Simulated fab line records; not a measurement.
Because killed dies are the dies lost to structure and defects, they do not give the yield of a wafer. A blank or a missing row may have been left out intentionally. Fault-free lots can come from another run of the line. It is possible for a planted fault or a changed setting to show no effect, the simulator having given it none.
Which tool did it? -- flow berkeley_cmos170 -- route of 331 steps, sampled at 1 step: 7 lots, 21 wafers

== WHAT EACH GAUGE READ, for each wafer ==
UCB170_START_THK_MEAS_03.
lot,measured,on,START_OXIDE_THK (nm)
L941,day 1 19:43,film_metro-01,20.8 20.9 20.4
L944,day 2 12:05,film_metro-02,20.0 19.7 19.9
L947,day 3 02:23,film_metro-02,20.1 20.2 20.2
L956,day 5 00:43,film_metro-02,20.4 20.5 20.5
L958,day 5 10:19,film_metro-03,20.7 20.5 20.7
L960,day 5 17:07,film_metro-01,20.2 20.7 20.4
L962,day 6 05:43,film_metro-02,19.8 19.6 19.8

== EACH LOT AND THE TOOL THAT RAN IT (in order: tool; ch and the chambers of the sampled wafers; start) ==
The record shows no process step preceding these readings.

== THE ANSWER, worked out from the rows above alone ==
Rule: the lots themselves supply what counts as usual. Put in order of their means at a reading, lots are off if they are a third of the lots or fewer, leave a main group of 4 or more, and stand apart from it by a gap of 3 or more times the standard deviation of the main group's means; of several such gaps the widest counts. The tables above print the reading to a certain number of digits; a main group whose means all agree to those digits is not used. A lot without any number at a reading at which 4 lots or more have one is off too. Any other lot the step has rows for is counted as sound.
No lot is off on any of the readings shown, so nothing can be concluded from this.

== WHAT THE SIMULATOR PUT IN ==
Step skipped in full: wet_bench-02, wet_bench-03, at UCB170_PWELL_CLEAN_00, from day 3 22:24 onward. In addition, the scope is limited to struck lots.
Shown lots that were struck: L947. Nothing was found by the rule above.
